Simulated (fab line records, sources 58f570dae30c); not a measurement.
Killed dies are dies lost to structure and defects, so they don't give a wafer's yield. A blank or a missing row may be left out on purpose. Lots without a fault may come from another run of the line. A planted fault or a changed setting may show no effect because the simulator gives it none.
Split-lot experiment | flow berkeley_cmos170 | 5 lots, 23 wafers read, on a route of 331 steps

THE SPLIT
At UCB170_V2_PEB_10, the setting peb_temp_c was moved away from the recipe's 130 C on 7 of the 23 wafers read, by -2.9% to +2.4%. The other wafers ran this setting at the recipe's value.

FROM THE SPLIT TO THE READING: what the file shows between them, 4 steps
- UCB170_V2_DEVELOP_11: develop time 45 s
- UCB170_V2_CD_MEAS_12: target cd 700 nm
- UCB170_V2_ETCH_14: etches SiO2 in CHF3/CF4/Ar, stops on Al, target depth 1250 nm, time 291 s
- UCB170_V2_STRIP_15: strips in O2 (also split here: o2_flow_sccm)

THE READING
cd_nm, in nm, at UCB170_V2_CD_MEAS_90 (target cd 700 nm). Fault-free wafers of this fab line usually give 700.2 nm, standard deviation 1.4 nm.

wafer  | tool, chamber at the split | peb_temp_c as run, C | against the recipe | cd_nm, nm | against lot-mates on the recipe
L074.2 | litho_track-03, 0          | 130                  | recipe             | 700.9     | -
L074.3 | litho_track-03, 0          | 126.2                | -2.9%              | 671.6     | -29.9
L074.4 | litho_track-03, 0          | 130                  | recipe             | 702.1     | -
L074.5 | litho_track-03, 0          | 126.2                | -2.9%              | 672.5     | -29.0
L074.6 | litho_track-03, 0          | 126.2                | -2.9%              | 672.2     | -29.3
L078.1 | litho_track-04, 0          | 130                  | recipe             | 699.5     | -
L078.3 | litho_track-04, 0          | 130                  | recipe             | 701.0     | -
L078.4 | litho_track-04, 0          | 130                  | recipe             | 700.7     | -
L078.5 | litho_track-04, 0          | 130                  | recipe             | 701.2     | -
L078.6 | litho_track-04, 0          | 130                  | recipe             | 701.0     | -
L081.1 | litho_track-04, 0          | 130                  | recipe             | 697.3     | -
L081.3 | litho_track-04, 0          | 130                  | recipe             | 698.1     | -
L081.4 | litho_track-04, 0          | 130                  | recipe             | 698.6     | -
L084.1 | litho_track-03, 0          | 130                  | recipe             | 701.4     | -
L084.2 | litho_track-03, 0          | 133.1                | +2.4%              | 720.5     | +18.2
L084.3 | litho_track-03, 0          | 133.1                | +2.4%              | 719.9     | +17.6
L084.5 | litho_track-03, 0          | 130                  | recipe             | 703.1     | -
L084.6 | litho_track-03, 0          | 130                  | recipe             | 702.3     | -
L085.1 | litho_track-03, 0          | 130                  | recipe             | 698.3     | -
L085.3 | litho_track-03, 0          | 130                  | recipe             | 700.5     | -
L085.4 | litho_track-03, 0          | 130                  | recipe             | 698.8     | -
L085.5 | litho_track-03, 0          | 128.5                | -1.2%              | 687.2     | -12.0
L085.6 | litho_track-03, 0          | 128.5                | -1.2%              | 689.6     | -9.6

THE FIT
A straight line over all 23 wafers: cd_nm changes by +9.25 nm for each +1% of peb_temp_c; r = +0.99; the points scatter about the line by 1.7 nm.
The same after taking each lot's own level away (the mean of its wafers on the recipe; 23 wafers): +9.17 nm for each +1%; r = +0.99; scatter 1.6 nm.
On that fit, the largest move of peb_temp_c shifts the reading by 27 nm.
The lots' own levels span 698.00 to 702.27 nm, that is 3.0 times the standard deviation above.
So the lot-to-lot level changes the slope little: the two slopes agree.
Check: with one of the wafers moved furthest among these (-2.9%) left out of the fit, the line predicts -26.8 nm for it against its lot-mates. It came out at -29.9 nm against them.

OTHER SPLITS ON THESE WAFERS
These wafers also went through other splits before the reading. Each is held against what the fit with the lots' levels taken away leaves over:
other split on the same wafers  | wafers away from the commonest value | r with cd_nm (lot level and that fit taken away)
UCB170_V2_CVD_00 time_s         | 4                                    | -0.02
UCB170_V2_STRIP_15 o2_flow_sccm | 10                                   | +0.05

THE WHOLE CHAIN: every reading that the file lists as answering this split, in the file's order
step                 | what it does                                                              | reading                                                   | change (the file's fit)              | r (the file's)
UCB170_V2_CD_MEAS_12 | target cd 700 nm                                                          | cd_nm                                                     | +9.1 nm for each +1% of the setting  | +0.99
UCB170_V2_ETCH_14    | etches SiO2 in CHF3/CF4/Ar, stops on Al, target depth 1250 nm, time 291 s | V2.cd_nm (the simulator's own value, which no gauge read) | +9.09 nm for each +1% of the setting | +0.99
UCB170_V2_CD_MEAS_90 | target cd 700 nm                                                          | cd_nm                                                     | +9.08 nm for each +1% of the setting | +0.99

THE FILE'S OWN FIT
cd_nm changes by +9.08 nm for each +1% of peb_temp_c, r = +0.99.
